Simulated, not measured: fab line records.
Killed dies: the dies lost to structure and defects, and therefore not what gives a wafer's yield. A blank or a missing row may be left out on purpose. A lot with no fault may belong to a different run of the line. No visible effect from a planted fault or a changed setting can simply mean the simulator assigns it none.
Split-lot trial / flow rit_cmos / 23 wafers read across 5 lots, on a route 202 steps long

## THE SPLIT
At RIT_CONTACT_DEVELOP_07 (develop time 120 s), the setting develop_time_s was moved away from the recipe's 120 s on 12 of the 23 wafers read, by -10.5% to +11.9%. For the rest of the wafers, this setting stayed at what the recipe calls for.

## FROM THE SPLIT TO THE READING: what the file shows between them, 3 steps
- RIT_CONTACT_CD_MEAS_08: target cd 1000 nm
- RIT_CONTACT_ETCH_11: etches SiO2 in CHF3/CF4/Ar, stops on TiSi2, target depth 480 nm, time 320 s (also split here: over_etch_frac)
- RIT_CONTACT_STRIP_12: strips in O2, time 180 s

## THE READING
At RIT_CONTACT_CD_MEAS_90: cd_nm in nanometres, against a target cd of 1000 nm. On this fab line, fault-free wafers typically give 999.3 nm with a standard deviation of 2.3 nm.

wafer=L074.1; tool, chamber at the split=litho_track-01, 0; develop_time_s as run, s=109.4; against the recipe=-8.8%; cd_nm, nm=992.9; against lot-mates on the recipe=-9.2
wafer=L074.2; tool, chamber at the split=litho_track-01, 0; develop_time_s as run, s=109.4; against the recipe=-8.8%; cd_nm, nm=992.8; against lot-mates on the recipe=-9.3
wafer=L074.3; tool, chamber at the split=litho_track-01, 0; develop_time_s as run, s=120; against the recipe=recipe; cd_nm, nm=1001.6; against lot-mates on the recipe=-
wafer=L074.5; tool, chamber at the split=litho_track-01, 0; develop_time_s as run, s=120; against the recipe=recipe; cd_nm, nm=1002.6; against lot-mates on the recipe=-
wafer=L074.6; tool, chamber at the split=litho_track-01, 0; develop_time_s as run, s=109.4; against the recipe=-8.8%; cd_nm, nm=993.2; against lot-mates on the recipe=-8.9
wafer=L075.2; tool, chamber at the split=litho_track-04, 0; develop_time_s as run, s=112.7; against the recipe=-6.1%; cd_nm, nm=995.3; against lot-mates on the recipe=-3.9
wafer=L075.3; tool, chamber at the split=litho_track-04, 0; develop_time_s as run, s=120; against the recipe=recipe; cd_nm, nm=1000.7; against lot-mates on the recipe=-
wafer=L075.4; tool, chamber at the split=litho_track-04, 0; develop_time_s as run, s=120; against the recipe=recipe; cd_nm, nm=997.7; against lot-mates on the recipe=-
wafer=L075.5; tool, chamber at the split=litho_track-04, 0; develop_time_s as run, s=112.7; against the recipe=-6.1%; cd_nm, nm=994.3; against lot-mates on the recipe=-4.9
wafer=L075.6; tool, chamber at the split=litho_track-04, 0; develop_time_s as run, s=112.7; against the recipe=-6.1%; cd_nm, nm=995.6; against lot-mates on the recipe=-3.6
wafer=L076.1; tool, chamber at the split=litho_track-01, 0; develop_time_s as run, s=134.3; against the recipe=+11.9%; cd_nm, nm=1009.6; against lot-mates on the recipe=+11.4
wafer=L076.2; tool, chamber at the split=litho_track-01, 0; develop_time_s as run, s=134.3; against the recipe=+11.9%; cd_nm, nm=1008.1; against lot-mates on the recipe=+9.9
wafer=L076.4; tool, chamber at the split=litho_track-01, 0; develop_time_s as run, s=134.3; against the recipe=+11.9%; cd_nm, nm=1007.4; against lot-mates on the recipe=+9.1
wafer=L076.5; tool, chamber at the split=litho_track-01, 0; develop_time_s as run, s=120; against the recipe=recipe; cd_nm, nm=998.1; against lot-mates on the recipe=-
wafer=L076.6; tool, chamber at the split=litho_track-01, 0; develop_time_s as run, s=120; against the recipe=recipe; cd_nm, nm=998.4; against lot-mates on the recipe=-
wafer=L078.1; tool, chamber at the split=litho_track-03, 0; develop_time_s as run, s=120; against the recipe=recipe; cd_nm, nm=1000.0; against lot-mates on the recipe=-
wafer=L078.4; tool, chamber at the split=litho_track-03, 0; develop_time_s as run, s=120; against the recipe=recipe; cd_nm, nm=1002.9; against lot-mates on the recipe=-
wafer=L078.5; tool, chamber at the split=litho_track-03, 0; develop_time_s as run, s=120; against the recipe=recipe; cd_nm, nm=1001.7; against lot-mates on the recipe=-
wafer=L084.1; tool, chamber at the split=litho_track-01, 0; develop_time_s as run, s=120; against the recipe=recipe; cd_nm, nm=997.9; against lot-mates on the recipe=-
wafer=L084.2; tool, chamber at the split=litho_track-01, 0; develop_time_s as run, s=120; against the recipe=recipe; cd_nm, nm=999.9; against lot-mates on the recipe=-
wafer=L084.4; tool, chamber at the split=litho_track-01, 0; develop_time_s as run, s=107.4; against the recipe=-10.5%; cd_nm, nm=989.9; against lot-mates on the recipe=-9.0
wafer=L084.5; tool, chamber at the split=litho_track-01, 0; develop_time_s as run, s=107.4; against the recipe=-10.5%; cd_nm, nm=987.3; against lot-mates on the recipe=-11.6
wafer=L084.6; tool, chamber at the split=litho_track-01, 0; develop_time_s as run, s=107.4; against the recipe=-10.5%; cd_nm, nm=988.6; against lot-mates on the recipe=-10.3

THE FIT
A straight line over all 23 wafers: cd_nm changes by +0.833 nm for each +1% of develop_time_s; r = +0.96; the points scatter about the line by 1.8 nm.
The same after taking each lot's own level away (the mean of its wafers on the recipe; 23 wafers): +0.905 nm for each +1%; r = +0.98; scatter 1.2 nm.
The reading moves by 11 nm for the largest change in develop_time_s, on that fit.
The span of the lots' own levels, 998.25 to 1002.10 nm, comes to 1.7 times the standard deviation stated above.
So the lot-to-lot level changes the slope little: the two slopes agree.
Check: +10.4 nm against its lot-mates is what the line predicts for one of the wafers moved furthest among these (+11.9%) when that wafer is left out of the fit. It came out at +11.4 nm against them.

## OTHER SPLITS APPLIED TO THESE WAFERS
These wafers also went through other splits before the reading. Each is held against what the fit with the lots' levels taken away leaves over:
other split on the same wafers=RIT_NSD_COAT_01 spin_rpm; wafers away from the commonest value=5; r with cd_nm (lot level and that fit taken away)=+0.39
other split on the same wafers=RIT_PSD_IMPLANT_08 energy_kev; wafers away from the commonest value=10; r with cd_nm (lot level and that fit taken away)=-0.24
other split on the same wafers=RIT_SILICIDE_SPUTTER_01 power_w; wafers away from the commonest value=11; r with cd_nm (lot level and that fit taken away)=+0.06
other split on the same wafers=RIT_CONTACT_CVD_00 time_s; wafers away from the commonest value=7; r with cd_nm (lot level and that fit taken away)=-0.09
other split on the same wafers=RIT_CONTACT_ETCH_11 over_etch_frac; wafers away from the commonest value=8; r with cd_nm (lot level and that fit taken away)=+0.08

## THE WHOLE CHAIN: every reading that the file lists as answering this split, in the file's order
step=RIT_CONTACT_CD_MEAS_08; what it does=target cd 1000 nm; reading=cd_nm; change (the file's fit)=+0.912 nm for each +1% of the setting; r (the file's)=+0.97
step=RIT_CONTACT_ETCH_11; what it does=etches SiO2 in CHF3/CF4/Ar, stops on TiSi2, target depth 480 nm, time 320 s; reading=CONTACT.cd_nm (the simulator's own value, which no gauge read); change (the file's fit)=+0.902 nm for each +1% of the setting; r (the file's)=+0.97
step=RIT_CONTACT_CD_MEAS_90; what it does=target cd 1000 nm; reading=cd_nm; change (the file's fit)=+0.913 nm for each +1% of the setting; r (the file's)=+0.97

## THE FILE'S OWN FIT
cd_nm changes by +0.913 nm for each +1% of develop_time_s, r = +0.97.
